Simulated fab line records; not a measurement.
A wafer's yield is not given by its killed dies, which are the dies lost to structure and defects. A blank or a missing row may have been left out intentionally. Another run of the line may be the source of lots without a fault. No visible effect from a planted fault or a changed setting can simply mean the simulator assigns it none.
Commonality check across tools	flow berkeleyCmos170	Sampled: 12 lots, 36 wafers

WHAT PROMPTED THE OPENING
2 of 12 lots carry a flag on the reading GATE_POLY_THK at UCB170_GATE_THK_MEAS_05. Wafers without a fault read 214.0 nm, standard deviation 2.
Rule: flag the lot when none of its wafers has a number, or when each of its wafers that has one lies beyond 4 standard deviations from that mean. The rest of the lots are taken to be sound.

lot	measured	on	GATE_POLY_THK (nm), wafer by wafer	flag
L323	day 7 01:17	filmMetro-04	212.2 212.1 212.2	
L322	day 7 01:18	filmMetro-02	218.2 215.7 216.7	
L324	day 7 16:39	filmMetro-03	384.0 383.2 384.8	FLAGGED
L325	day 7 16:40	filmMetro-04	387.2 386.4 386.7	FLAGGED
L326	day 8 04:11	filmMetro-02	213.0 215.2 213.5	
L335	day 10 04:04	filmMetro-02	214.7 214.7 214.8	
L336	day 10 04:05	filmMetro-04	211.7 210.0 211.5	
L341	day 11 11:35	filmMetro-04	211.7 213.5 213.3	
L342	day 11 11:35	filmMetro-02	214.4 211.3 213.0	
L344	day 11 20:37	filmMetro-02	214.1 215.1 214.2	
L343	day 11 20:38	filmMetro-04	218.9 215.8 216.7	
L345	day 12 06:40	filmMetro-03	214.1 213.7 213.8	
The mean of the flagged lots' numbers is 385.4 nm, +171.4 nm from the usual (+86 standard deviations).

EACH LOT AND THE TOOL IT RAN ON
The record keeps 1 process step preceding the reading, out of 331 steps on the route. Every cell lists first the tool, next ch and the chambers used by the sampled wafers, and last the start.
lot	flag	UCB170_GATE_CVD_04
L323		lpcvd-02 ch 1, day 6 23:53
L322		lpcvd-02 ch 1, day 6 23:53
L324	FLAGGED	lpcvd-02 ch 1, day 7 15:15
L325	FLAGGED	lpcvd-02 ch 1, day 7 15:15
L326		lpcvd-01 ch 0, day 8 02:46
L335		lpcvd-01 ch 1, day 10 02:40
L336		lpcvd-01 ch 1, day 10 02:40
L341		lpcvd-01 ch 1, day 11 10:11
L342		lpcvd-01 ch 1, day 11 10:11
L344		lpcvd-02 ch 0, day 11 18:31
L343		lpcvd-02 ch 0, day 11 18:31
L345		lpcvd-02 ch 1, day 12 04:32
What is done by these steps:
- UCB170_GATE_CVD_04: deposits poly-Si from SiH4, time 1440 s, target thk 214 nm.
- UCB170_GATE_THK_MEAS_05

FLAGGED AGAINST TOTAL, ONE TOOL AT A TIME (gauges that did the reading follow at the end)
step	tool	lots run	flagged	share of the flagged lots	sound lots run after its first flagged lot
UCB170_GATE_CVD_04	lpcvd-01	5	0	none	-
UCB170_GATE_CVD_04	lpcvd-02	7	2	all	3 (L343,L344,L345)
UCB170_GATE_THK_MEAS_05	filmMetro-02	5	0	none	-
UCB170_GATE_THK_MEAS_05	filmMetro-03	2	1	some	1 (L345)
UCB170_GATE_THK_MEAS_05	filmMetro-04	5	1	some	3 (L336,L341,L343)

WHAT THE TABLE ALLOWS
All flagged lots share 1 row of the table, namely lpcvd-02 at UCB170_GATE_CVD_04.
- lpcvd-02 at UCB170_GATE_CVD_04: 2 of its 7 lots flagged. After the first flagged lot (L343, L344, L345), sound lots still ran on it; a lasting fault on the whole tool would not permit that.
No row of the table ran every flagged lot and no sound lot after the first.

WHAT WAS PUT IN BY THE SIMULATOR
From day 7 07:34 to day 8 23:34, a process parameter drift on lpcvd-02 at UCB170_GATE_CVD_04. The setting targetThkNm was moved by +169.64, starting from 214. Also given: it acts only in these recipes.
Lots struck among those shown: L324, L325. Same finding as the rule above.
